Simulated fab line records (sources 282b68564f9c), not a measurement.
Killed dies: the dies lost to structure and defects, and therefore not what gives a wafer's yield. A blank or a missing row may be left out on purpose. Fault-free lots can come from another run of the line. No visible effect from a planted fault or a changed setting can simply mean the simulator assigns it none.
Which tool did it? || flow rit-cmos || 14 lots, 42 wafers sampled, at 3 steps of a route of 202

== WHAT EACH GAUGE READ, for each wafer ==
RIT_GATE_CD_MEAS_16 targets a cd of 150 nm. Usual: cd-nm at 149.5 nm, with a standard deviation of 2.4.
{"lot": "L919", "measured": "day 2 12:36", "on": "cd-sem-01", "cd-nm (nm)": "152.3 149.2 150.2", "flag": ""}
{"lot": "L920", "measured": "day 2 17:01", "on": "cd-sem-01", "cd-nm (nm)": "149.5 151.5 147.3", "flag": ""}
{"lot": "L923", "measured": "day 3 08:43", "on": "cd-sem-01", "cd-nm (nm)": "151.0 148.9 148.8", "flag": ""}
{"lot": "L924", "measured": "day 3 18:05", "on": "cd-sem-01", "cd-nm (nm)": "148.6 148.8 149.0", "flag": ""}
{"lot": "L925", "measured": "day 3 19:36", "on": "cd-sem-02", "cd-nm (nm)": "150.7 147.4 148.5", "flag": ""}
{"lot": "L926", "measured": "day 3 23:48", "on": "cd-sem-02", "cd-nm (nm)": "151.8 154.4 152.4", "flag": ""}
{"lot": "L927", "measured": "day 4 06:22", "on": "cd-sem-02", "cd-nm (nm)": "152.2 151.7 150.1", "flag": ""}
{"lot": "L928", "measured": "day 4 09:03", "on": "cd-sem-02", "cd-nm (nm)": "143.3 149.2 150.3", "flag": ""}
{"lot": "L929", "measured": "day 4 15:22", "on": "cd-sem-01", "cd-nm (nm)": "151.3 152.8 154.4", "flag": ""}
{"lot": "L931", "measured": "day 5 00:49", "on": "cd-sem-01", "cd-nm (nm)": "147.6 149.0 148.3", "flag": ""}
{"lot": "L932", "measured": "day 5 10:51", "on": "cd-sem-01", "cd-nm (nm)": "149.7 151.8 148.7", "flag": ""}
{"lot": "L940", "measured": "day 6 22:17", "on": "cd-sem-02", "cd-nm (nm)": "144.9 147.4 145.3", "flag": ""}
{"lot": "L941", "measured": "day 7 03:16", "on": "cd-sem-02", "cd-nm (nm)": "144.6 144.6 143.3", "flag": ""}
{"lot": "L942", "measured": "day 7 10:12", "on": "cd-sem-02", "cd-nm (nm)": "154.5 155.2 153.5", "flag": ""}

RIT_CONTACT_CD_MEAS_08 targets a cd of 1000 nm. Usual: cd-nm at 1000.4 nm, with a standard deviation of 2.1.
{"lot": "L919", "measured": "day 3 03:49", "on": "cd-sem-02", "cd-nm (nm)": "999.9 999.3 998.8", "flag": ""}
{"lot": "L920", "measured": "day 3 09:04", "on": "cd-sem-02", "cd-nm (nm)": "999.2 1000.7 998.5", "flag": ""}
{"lot": "L923", "measured": "day 3 23:43", "on": "cd-sem-01", "cd-nm (nm)": "1003.3 1003.7 1003.1", "flag": ""}
{"lot": "L924", "measured": "day 4 09:34", "on": "cd-sem-01", "cd-nm (nm)": "998.6 999.3 998.7", "flag": ""}
{"lot": "L925", "measured": "day 4 10:59", "on": "cd-sem-02", "cd-nm (nm)": "997.9 997.9 997.3", "flag": ""}
{"lot": "L926", "measured": "day 4 15:01", "on": "cd-sem-02", "cd-nm (nm)": "1001.1 996.6 999.9", "flag": ""}
{"lot": "L927", "measured": "day 4 21:54", "on": "cd-sem-02", "cd-nm (nm)": "1001.6 1000.0 1001.8", "flag": ""}
{"lot": "L928", "measured": "day 4 23:52", "on": "cd-sem-02", "cd-nm (nm)": "1003.4 1003.7 1004.9", "flag": ""}
{"lot": "L929", "measured": "day 5 08:29", "on": "cd-sem-02", "cd-nm (nm)": "1000.3 1000.2 999.7", "flag": ""}
{"lot": "L931", "measured": "day 5 17:19", "on": "cd-sem-02", "cd-nm (nm)": "993.7 997.2 997.8", "flag": ""}
{"lot": "L932", "measured": "day 6 01:35", "on": "cd-sem-02", "cd-nm (nm)": "1002.3 999.9 1002.5", "flag": ""}
{"lot": "L940", "measured": "day 7 14:53", "on": "cd-sem-02", "cd-nm (nm)": "1002.6 1001.8 1001.3", "flag": ""}
{"lot": "L941", "measured": "day 7 17:58", "on": "cd-sem-01", "cd-nm (nm)": "999.6 999.5 997.1", "flag": ""}
{"lot": "L942", "measured": "day 8 01:50", "on": "cd-sem-01", "cd-nm (nm)": "999.3 999.4 998.8", "flag": ""}

== TOOL THAT RAN EACH LOT (tool first, then ch and the chambers of the sampled wafers, then the start) ==
{"lot": "L919", "RIT_ACTIVE_STRIP_14": "plasma-asher-01 ch 0,1, day 1 15:33"}
{"lot": "L920", "RIT_ACTIVE_STRIP_14": "plasma-asher-01 ch 0,1, day 1 20:00"}
{"lot": "L923", "RIT_ACTIVE_STRIP_14": "plasma-asher-03 ch 0,1, day 2 10:58"}
{"lot": "L924", "RIT_ACTIVE_STRIP_14": "plasma-asher-01 ch 0,1, day 2 15:58"}
{"lot": "L925", "RIT_ACTIVE_STRIP_14": "plasma-asher-02 ch 0,1, day 2 22:26"}
{"lot": "L926", "RIT_ACTIVE_STRIP_14": "plasma-asher-02 ch 0,1, day 3 02:13"}
{"lot": "L927", "RIT_ACTIVE_STRIP_14": "plasma-asher-01 ch 0,1, day 3 06:51"}
{"lot": "L928", "RIT_ACTIVE_STRIP_14": "plasma-asher-03 ch 0,1, day 3 12:01"}
{"lot": "L929", "RIT_ACTIVE_STRIP_14": "plasma-asher-01 ch 0,1, day 3 16:50"}
{"lot": "L931", "RIT_ACTIVE_STRIP_14": "plasma-asher-01 ch 0,1, day 4 03:22"}
{"lot": "L932", "RIT_ACTIVE_STRIP_14": "plasma-asher-01 ch 0,1, day 4 08:22"}
{"lot": "L940", "RIT_ACTIVE_STRIP_14": "plasma-asher-02 ch 0,1, day 5 23:54"}
{"lot": "L941", "RIT_ACTIVE_STRIP_14": "plasma-asher-03 ch 0,1, day 6 05:50"}
{"lot": "L942", "RIT_ACTIVE_STRIP_14": "plasma-asher-02 ch 0,1, day 6 11:20"}
- RIT_ACTIVE_STRIP_14: strips in O2, time 180 s.

== WHAT THE TOOLS THEMSELVES READ (means of the sampled wafers that have a number; where no wafer has one, the mark that the record gives instead) ==
RIT_ACTIVE_STRIP_14. Usual: drypump-motor-current-A at 5.93 A, with a standard deviation of 0.24.
{"lot": "L919", "tool": "plasma-asher-01", "drypump-motor-current-A (A)": 6.10, "flag": ""}
{"lot": "L920", "tool": "plasma-asher-01", "drypump-motor-current-A (A)": 5.92, "flag": ""}
{"lot": "L923", "tool": "plasma-asher-03", "drypump-motor-current-A (A)": 5.90, "flag": ""}
{"lot": "L924", "tool": "plasma-asher-01", "drypump-motor-current-A (A)": 6.11, "flag": ""}
{"lot": "L925", "tool": "plasma-asher-02", "drypump-motor-current-A (A)": 5.86, "flag": ""}
{"lot": "L926", "tool": "plasma-asher-02", "drypump-motor-current-A (A)": 5.85, "flag": ""}
{"lot": "L927", "tool": "plasma-asher-01", "drypump-motor-current-A (A)": 5.93, "flag": ""}
{"lot": "L928", "tool": "plasma-asher-03", "drypump-motor-current-A (A)": 5.74, "flag": ""}
{"lot": "L929", "tool": "plasma-asher-01", "drypump-motor-current-A (A)": 5.92, "flag": ""}
{"lot": "L931", "tool": "plasma-asher-01", "drypump-motor-current-A (A)": 5.91, "flag": ""}
{"lot": "L932", "tool": "plasma-asher-01", "drypump-motor-current-A (A)": 6.11, "flag": ""}
{"lot": "L940", "tool": "plasma-asher-02", "drypump-motor-current-A (A)": 5.82, "flag": ""}
{"lot": "L941", "tool": "plasma-asher-03", "drypump-motor-current-A (A)": 5.92, "flag": ""}
{"lot": "L942", "tool": "plasma-asher-02", "drypump-motor-current-A (A)": 5.85, "flag": ""}

== THE ANSWER, worked out from the rows above alone ==
Rule: a lot counts as off when the mean over its wafers that have a number is more than 3 standard deviations away from the usual mean. A lot without any number at a reading at which 4 lots or more have one is off too. Where the step has rows for the other lots, those lots are counted as sound. Order of review: gauges by route order, followed by the tools' own readings, for which a lot's mean as printed above is used. The first step at which some lot is off is used, and at that step the reading that is off furthest; a lot without a number counts as furthest.
Across all readings shown, no lot is off: no conclusion can be drawn from this.

== WHAT THE SIMULATOR PUT IN ==
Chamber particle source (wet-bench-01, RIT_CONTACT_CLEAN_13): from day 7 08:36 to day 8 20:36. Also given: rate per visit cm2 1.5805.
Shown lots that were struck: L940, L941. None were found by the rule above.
